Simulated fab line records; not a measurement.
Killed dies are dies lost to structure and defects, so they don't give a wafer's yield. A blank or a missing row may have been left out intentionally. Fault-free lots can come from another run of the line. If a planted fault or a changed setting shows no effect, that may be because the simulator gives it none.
The tool behind it: which one? + flow berkeley-cmos170 + 42 wafers from 14 lots sampled at 6 of the route's 331 steps

WHAT THE GAUGES READ, wafer by wafer
UCB170_GATE_THK_MEAS_05.
| lot  | measured     | on            | GATE_POLY_THK (nm) |
|------|--------------|---------------|--------------------|
| L735 | day 5 07:30  | film-metro-02 | 212.5 211.5 211.4  |
| L737 | day 6 13:10  | film-metro-04 | 210.0 212.5 211.9  |
| L738 | day 6 18:25  | film-metro-02 | 215.2 211.5 213.5  |
| L739 | day 6 18:25  | film-metro-04 | 216.1 216.0 217.8  |
| L741 | day 7 04:53  | film-metro-02 | 211.8 212.9 212.9  |
| L744 | day 7 15:50  | film-metro-01 | 212.8 211.1 211.2  |
| L745 | day 8 01:22  | film-metro-04 | 211.9 213.4 213.6  |
| L746 | day 8 11:23  | film-metro-04 | 212.7 213.1 212.1  |
| L747 | day 9 02:45  | film-metro-02 | 212.4 210.8 211.6  |
| L752 | day 9 17:18  | film-metro-04 | 214.9 213.1 212.0  |
| L753 | day 10 00:09 | film-metro-02 | 215.4 213.3 212.9  |
| L754 | day 10 00:09 | film-metro-01 | 210.8 211.5 210.3  |
| L755 | day 10 10:54 | film-metro-01 | 214.3 213.8 213.0  |
| L756 | day 10 10:57 | film-metro-02 | 212.3 215.5 212.9  |

UCB170_PLDD_CD_MEAS_06 targets a cd of 1200 nm.
| lot  | measured     | on        | cd-nm (nm)           |
|------|--------------|-----------|----------------------|
| L735 | day 5 10:44  | cd-sem-02 | 1198.2 1198.1 1198.2 |
| L737 | day 6 15:41  | cd-sem-01 | 1201.4 1202.7 1201.6 |
| L738 | day 6 21:23  | cd-sem-01 | 1199.1 1197.8 1197.4 |
| L739 | day 6 21:53  | cd-sem-02 | 1202.4 1203.3 1202.2 |
| L741 | day 7 07:24  | cd-sem-01 | 1198.8 1199.5 1199.6 |
| L744 | day 7 19:52  | cd-sem-01 | 1200.4 1201.5 1201.0 |
| L745 | day 8 04:11  | cd-sem-02 | 1198.4 1199.7 1198.1 |
| L746 | day 8 20:14  | cd-sem-01 | 1198.0 1199.4 1198.9 |
| L747 | day 9 06:44  | cd-sem-01 | 1201.4 1200.7 1199.1 |
| L752 | day 9 20:58  | cd-sem-02 | 1199.7 1198.7 1200.1 |
| L753 | day 10 04:29 | cd-sem-01 | 1197.7 1198.1 1198.9 |
| L754 | day 10 04:55 | cd-sem-02 | 1199.8 1201.5 1202.1 |
| L755 | day 10 14:51 | cd-sem-01 | 1201.0 1200.4 1201.6 |
| L756 | day 10 15:00 | cd-sem-02 | 1199.6 1198.2 1199.6 |

UCB170_NLDD_CD_MEAS_06 targets a cd of 1200 nm.
| lot  | measured     | on        | cd-nm (nm)           |
|------|--------------|-----------|----------------------|
| L735 | day 5 13:17  | cd-sem-02 | 1200.9 1198.2 1200.5 |
| L737 | day 6 17:19  | cd-sem-01 | 1200.0 1199.3 1199.1 |
| L738 | day 7 00:40  | cd-sem-02 | 1199.1 1198.5 1198.9 |
| L739 | day 7 00:45  | cd-sem-01 | 1199.5 1201.9 1200.0 |
| L741 | day 7 09:11  | cd-sem-01 | 1199.4 1199.7 1199.3 |
| L744 | day 7 22:06  | cd-sem-02 | 1201.7 1202.2 1200.3 |
| L745 | day 8 05:56  | cd-sem-02 | 1199.3 1199.5 1198.5 |
| L746 | day 8 22:04  | cd-sem-02 | 1197.8 1198.4 1198.2 |
| L747 | day 9 08:44  | cd-sem-01 | 1197.8 1199.1 1198.8 |
| L752 | day 9 23:07  | cd-sem-01 | 1192.0 1191.8 1191.0 |
| L753 | day 10 06:16 | cd-sem-01 | 1194.0 1194.0 1194.0 |
| L754 | day 10 06:41 | cd-sem-01 | 1200.0 1198.1 1200.2 |
| L755 | day 10 17:30 | cd-sem-02 | 1197.6 1199.7 1199.7 |
| L756 | day 10 18:37 | cd-sem-02 | 1201.2 1200.9 1200.1 |

UCB170_PSD_TW_MEAS_10.
| lot  | measured     | on            | PSD_TW         |
|------|--------------|---------------|----------------|
| L735 | day 5 20:50  | film-metro-02 | 2344 2345 2346 |
| L737 | day 6 22:58  | film-metro-02 | 2348 2361 2358 |
| L738 | day 7 06:03  | film-metro-02 | 2352 2367 2347 |
| L739 | day 7 06:17  | film-metro-01 | 2320 2321 2327 |
| L741 | day 7 17:02  | film-metro-03 | 2348 2360 2360 |
| L744 | day 8 05:02  | film-metro-02 | 2367 2358 2380 |
| L745 | day 8 18:50  | film-metro-03 | 2337 2335 2351 |
| L746 | day 9 04:26  | film-metro-03 | 2359 2368 2358 |
| L747 | day 9 16:11  | film-metro-02 | 2362 2377 2372 |
| L752 | day 10 04:09 | film-metro-02 | 2359 2362 2356 |
| L753 | day 10 14:32 | film-metro-02 | 2363 2358 2360 |
| L754 | day 10 14:16 | film-metro-01 | 2327 2313 2309 |
| L755 | day 11 00:04 | film-metro-02 | 2364 2371 2356 |
| L756 | day 11 00:00 | film-metro-03 | 2347 2359 2358 |

TOOL THAT RAN EACH LOT (tool first, then ch and the chambers of the sampled wafers, then the start)
| lot  | UCB170_NLDD_COAT_01               | UCB170_NLDD_STRIP_10                 |
|------|-----------------------------------|--------------------------------------|
| L735 | litho-track-03 ch 0, day 5 12:23  | plasma-asher-02 ch 0,1, day 5 13:47  |
| L737 | litho-track-03 ch 0, day 6 16:37  | plasma-asher-01 ch 0,1, day 6 17:46  |
| L738 | litho-track-03 ch 0, day 6 22:46  | plasma-asher-03 ch 0,1, day 7 01:07  |
| L739 | litho-track-03 ch 0, day 6 23:13  | plasma-asher-02 ch 0,1, day 7 01:12  |
| L741 | litho-track-01 ch 0, day 7 08:22  | plasma-asher-01 ch 0,1, day 7 09:38  |
| L744 | litho-track-03 ch 0, day 7 21:15  | plasma-asher-02 ch 0,1, day 7 22:34  |
| L745 | litho-track-01 ch 0, day 8 05:08  | plasma-asher-03 ch 0,1, day 8 06:24  |
| L746 | litho-track-04 ch 0, day 8 21:15  | plasma-asher-03 ch 0,1, day 8 22:29  |
| L747 | litho-track-04 ch 0, day 9 07:52  | plasma-asher-03 ch 0,1, day 9 09:11  |
| L752 | litho-track-04 ch 0, day 9 22:01  | plasma-asher-02 ch 0,1, day 9 23:34  |
| L753 | litho-track-04 ch 0, day 10 05:35 | plasma-asher-03 ch 1, day 10 06:42   |
| L754 | litho-track-01 ch 0, day 10 05:52 | plasma-asher-02 ch 0,1, day 10 07:07 |
| L755 | litho-track-03 ch 0, day 10 15:49 | plasma-asher-02 ch 0,1, day 10 17:56 |
| L756 | litho-track-03 ch 0, day 10 16:41 | plasma-asher-01 ch 0,1, day 10 19:04 |
- UCB170_NLDD_COAT_01: resist thk 900 nm.
- UCB170_NLDD_STRIP_10: strips in O2.

AS READ BY THE TOOLS THEMSELVES (means over the sampled wafers that have a number; for cases with no such wafer, the mark the record gives instead)
UCB170_NLDD_COAT_01.
| lot  | tool           | chill-plate-temp-C (C) |
|------|----------------|------------------------|
| L735 | litho-track-03 | 23.00                  |
| L737 | litho-track-03 | 22.98                  |
| L738 | litho-track-03 | 23.04                  |
| L739 | litho-track-03 | 23.04                  |
| L741 | litho-track-01 | 22.98                  |
| L744 | litho-track-03 | 23.05                  |
| L745 | litho-track-01 | 23.06                  |
| L746 | litho-track-04 | 22.90                  |
| L747 | litho-track-04 | 22.98                  |
| L752 | litho-track-04 | 22.99                  |
| L753 | litho-track-04 | 22.98                  |
| L754 | litho-track-01 | 23.10                  |
| L755 | litho-track-03 | 23.02                  |
| L756 | litho-track-03 | 22.96                  |

UCB170_NLDD_STRIP_10.
| lot  | tool            | chamber-pressure-mTorr (mTorr) | drypump-motor-current-A (A) | oes-product-au (a.u.) | strip-time-to-endpoint-s (s) |
|------|-----------------|--------------------------------|-----------------------------|-----------------------|------------------------------|
| L735 | plasma-asher-02 | 3499                           | 6.1                         | 0.734                 | 21.60                        |
| L737 | plasma-asher-01 | 3500                           | 6.2                         | 0.731                 | 21.63                        |
| L738 | plasma-asher-03 | 3498                           | 5.1                         | 0.735                 | 21.59                        |
| L739 | plasma-asher-02 | 3498                           | 6.0                         | 0.735                 | 21.63                        |
| L741 | plasma-asher-01 | 3499                           | 5.9                         | 0.733                 | 21.65                        |
| L744 | plasma-asher-02 | 3503                           | 6.1                         | 0.736                 | 21.58                        |
| L745 | plasma-asher-03 | 3503                           | 5.1                         | 0.735                 | 21.67                        |
| L746 | plasma-asher-03 | 3499                           | 5.1                         | 0.734                 | 21.63                        |
| L747 | plasma-asher-03 | 3499                           | 5.1                         | 0.734                 | 21.63                        |
| L752 | plasma-asher-02 | 3501                           | 6.0                         | 0.730                 | 25.89                        |
| L753 | plasma-asher-03 | 3501                           | 5.0                         | 0.738                 | 25.84                        |
| L754 | plasma-asher-02 | 3499                           | 6.0                         | 0.730                 | 21.62                        |
| L755 | plasma-asher-02 | 3500                           | 6.1                         | 0.734                 | 21.69                        |
| L756 | plasma-asher-01 | 3502                           | 5.9                         | 0.733                 | 21.58                        |

THE ANSWER, worked out from the rows above alone
Rule: what is usual is taken from the lots themselves. The widest of any qualifying gaps counts: lots, ordered by their means at a reading, are off when they make up no more than a third of the lots, leave a main group of 4 or more, and stand apart from it by 3 or more times the standard deviation of that group's means. Not used: any main group whose means are identical at the precision the tables above print for the reading. A lot without any number at a reading at which 4 lots or more have one is off too. All remaining lots with rows at the step are treated as sound. Order of review: gauges by route order, followed by the tools' own readings, for which a lot's mean as printed above is used. At the first step where some lot is off, the reading lying furthest off is the one used; lots without a number count as furthest.
Off, at UCB170_NLDD_CD_MEAS_06 on cd-nm: L752, L753. Main group: mean 1199.5 nm, sd 0.9.
If a tool, at a process step before that reading, ran all the lots that are off and no sound lot after the first of them, it fits. Not tried: the gauges at UCB170_NLDD_CD_MEAS_06; whatever is off there is also off at UCB170_NLDD_STRIP_10, on other tools, and gauge error can't account for it. One fits: litho-track-04 at UCB170_NLDD_COAT_01. Its last sound lot is L747 (day 9 07:52), its first lot that is off L752 (day 9 22:01): a fault that began between those two fits.

WHAT THE SIMULATOR PUT IN
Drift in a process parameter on litho-track-04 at UCB170_NLDD_COAT_01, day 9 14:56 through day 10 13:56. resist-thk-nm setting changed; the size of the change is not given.
Shown lots that were struck: L752, L753. The same result came from the rule above.
